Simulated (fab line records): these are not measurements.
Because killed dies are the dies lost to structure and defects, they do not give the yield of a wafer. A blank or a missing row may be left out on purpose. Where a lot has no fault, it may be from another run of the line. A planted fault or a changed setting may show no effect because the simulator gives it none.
The tool behind it: which one? / flow rit cmos / 42 wafers from 14 lots sampled at 2 of the route's 202 steps

WHAT THE GAUGES READ, wafer by wafer
The record lacks any reading of a measuring or inspecting step that a usual standard deviation could be used to judge.

EACH LOT AND THE TOOL THAT RAN IT (in order: tool; ch and the chambers of the sampled wafers; start)
lot=L705; RIT_PSD_DEVELOP_05=litho track-03 ch 0, day 3 05:00; RIT_M1_PROBE_99=prober-02, day 3 14:24
lot=L706; RIT_PSD_DEVELOP_05=litho track-02 ch 0, day 3 09:00; RIT_M1_PROBE_99=prober-01, day 3 18:32
lot=L707; RIT_PSD_DEVELOP_05=litho track-02 ch 0, day 3 16:00; RIT_M1_PROBE_99=prober-02, day 4 01:25
lot=L708; RIT_PSD_DEVELOP_05=litho track-03 ch 0, day 4 00:00; RIT_M1_PROBE_99=prober-01, day 4 08:49
lot=L709; RIT_PSD_DEVELOP_05=litho track-03 ch 0, day 4 09:00; RIT_M1_PROBE_99=prober-01, day 4 18:41
lot=L716; RIT_PSD_DEVELOP_05=litho track-02 ch 0, day 5 12:00; RIT_M1_PROBE_99=prober-01, day 5 21:31
lot=L717; RIT_PSD_DEVELOP_05=litho track-02 ch 0, day 5 17:00; RIT_M1_PROBE_99=prober-02, day 6 02:25
lot=L719; RIT_PSD_DEVELOP_05=litho track-01 ch 0, day 6 03:00; RIT_M1_PROBE_99=prober-02, day 6 12:10
lot=L721; RIT_PSD_DEVELOP_05=litho track-03 ch 0, day 6 10:00; RIT_M1_PROBE_99=prober-02, day 6 19:02
lot=L722; RIT_PSD_DEVELOP_05=litho track-03 ch 0, day 6 15:00; RIT_M1_PROBE_99=prober-01, day 7 00:59
lot=L723; RIT_PSD_DEVELOP_05=litho track-03 ch 0, day 7 00:00; RIT_M1_PROBE_99=prober-02, day 7 09:56
lot=L724; RIT_PSD_DEVELOP_05=litho track-01 ch 0, day 7 03:00; RIT_M1_PROBE_99=prober-01, day 7 13:02
lot=L726; RIT_PSD_DEVELOP_05=litho track-03 ch 0, day 7 13:00; RIT_M1_PROBE_99=prober-01, day 7 22:16
lot=L728; RIT_PSD_DEVELOP_05=litho track-01 ch 0, day 7 22:00; RIT_M1_PROBE_99=prober-01, day 8 07:22
- RIT_PSD_DEVELOP_05: develop time 50 s.
- RIT_M1_PROBE_99

WHAT THE TOOLS THEMSELVES READ (means of the sampled wafers that have a number; where no wafer has one, the mark that the record gives instead)
RIT_PSD_DEVELOP_05.
lot=L705; tool=litho track-03; chill plate temp C (C)=23.18; developer temp C (C)=23.00
lot=L706; tool=litho track-02; chill plate temp C (C)=23.08; developer temp C (C)=22.82
lot=L707; tool=litho track-02; chill plate temp C (C)=22.91; developer temp C (C)=23.17
lot=L708; tool=litho track-03; chill plate temp C (C)=23.00; developer temp C (C)=22.94
lot=L709; tool=litho track-03; chill plate temp C (C)=22.91; developer temp C (C)=22.97
lot=L716; tool=litho track-02; chill plate temp C (C)=23.16; developer temp C (C)=22.08
lot=L717; tool=litho track-02; chill plate temp C (C)=23.01; developer temp C (C)=21.99
lot=L719; tool=litho track-01; chill plate temp C (C)=23.00; developer temp C (C)=23.05
lot=L721; tool=litho track-03; chill plate temp C (C)=23.08; developer temp C (C)=22.98
lot=L722; tool=litho track-03; chill plate temp C (C)=22.97; developer temp C (C)=23.06
lot=L723; tool=litho track-03; chill plate temp C (C)=22.95; developer temp C (C)=23.08
lot=L724; tool=litho track-01; chill plate temp C (C)=23.00; developer temp C (C)=22.86
lot=L726; tool=litho track-03; chill plate temp C (C)=23.22; developer temp C (C)=23.07
lot=L728; tool=litho track-01; chill plate temp C (C)=22.93; developer temp C (C)=23.04

RIT_M1_PROBE_99.
lot=L705; tool=prober-02; killed_at_M0_to_M3=0.0; killed at contacts=0.0; killed at front end=11; killed dies=11; killed open=5.3; killed short=5.3
lot=L706; tool=prober-01; killed_at_M0_to_M3=0.0; killed at contacts=0.0; killed at front end=4; killed dies=4; killed open=2.3; killed short=2.0
lot=L707; tool=prober-02; killed_at_M0_to_M3=0.0; killed at contacts=0.0; killed at front end=9; killed dies=9; killed open=4.0; killed short=5.0
lot=L708; tool=prober-01; killed_at_M0_to_M3=0.0; killed at contacts=0.0; killed at front end=6; killed dies=6; killed open=3.3; killed short=2.7
lot=L709; tool=prober-01; killed_at_M0_to_M3=0.0; killed at contacts=0.0; killed at front end=8; killed dies=8; killed open=4.0; killed short=3.7
lot=L716; tool=prober-01; killed_at_M0_to_M3=0.0; killed at contacts=0.0; killed at front end=7; killed dies=7; killed open=4.0; killed short=3.3
lot=L717; tool=prober-02; killed_at_M0_to_M3=0.0; killed at contacts=0.0; killed at front end=9; killed dies=9; killed open=5.7; killed short=3.3
lot=L719; tool=prober-02; killed_at_M0_to_M3=0.0; killed at contacts=0.0; killed at front end=7; killed dies=7; killed open=4.0; killed short=2.7
lot=L721; tool=prober-02; killed_at_M0_to_M3=0.3; killed at contacts=0.0; killed at front end=8; killed dies=9; killed open=3.7; killed short=5.0
lot=L722; tool=prober-01; killed_at_M0_to_M3=0.0; killed at contacts=0.0; killed at front end=9; killed dies=9; killed open=4.7; killed short=4.7
lot=L723; tool=prober-02; killed_at_M0_to_M3=0.0; killed at contacts=0.0; killed at front end=9; killed dies=9; killed open=3.3; killed short=5.3
lot=L724; tool=prober-01; killed_at_M0_to_M3=0.0; killed at contacts=0.3; killed at front end=8; killed dies=8; killed open=5.7; killed short=2.7
lot=L726; tool=prober-01; killed_at_M0_to_M3=0.0; killed at contacts=0.0; killed at front end=11; killed dies=11; killed open=6.7; killed short=4.0
lot=L728; tool=prober-01; killed_at_M0_to_M3=0.0; killed at contacts=0.0; killed at front end=7; killed dies=7; killed open=3.0; killed short=4.0

THE ANSWER, worked out from the rows above alone
Rule: the lots themselves supply what counts as usual. The widest of any qualifying gaps counts: lots, ordered by their means at a reading, are off when they make up no more than a third of the lots, leave a main group of 4 or more, and stand apart from it by 3 or more times the standard deviation of that group's means. A main group whose means are all the same, to the digits that the tables above print for the reading, isn't used. Also off: a lot with no number at a reading for which 4 or more lots have one. All remaining lots with rows at the step are treated as sound. After the gauges, taken in route order, come the tools' own readings; for these a lot's mean is taken, as printed above. The first step at which some lot is off is used, and at that step the reading that is off furthest; a lot without a number counts as furthest.
Off at RIT_PSD_DEVELOP_05 (developer temp C): L716, L717. For the main group the mean is 23.00 C and the standard deviation 0.093.
A tool fits if, at that step or a process step before it, it ran every lot that is off, and no sound lot after the first of them. One fits: litho track-02 at RIT_PSD_DEVELOP_05. Its last sound lot is L707 (day 3 16:00), its first lot that is off L716 (day 5 12:00): a fault that began between those two fits.
The tool's own readings at RIT_PSD_DEVELOP_05 bear it out: on the lots that are off they differ by more than 5 times the standard deviation of the sound lots' means. developer temp C reads 22.03 C there against 23.00 C on the sound lots.

WHAT THE SIMULATOR PUT IN
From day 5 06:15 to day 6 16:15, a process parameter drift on litho track-02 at RIT_PSD_DEVELOP_05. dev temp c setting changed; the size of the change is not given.
Lots struck among those shown: L716, L717. The rule above found the same.
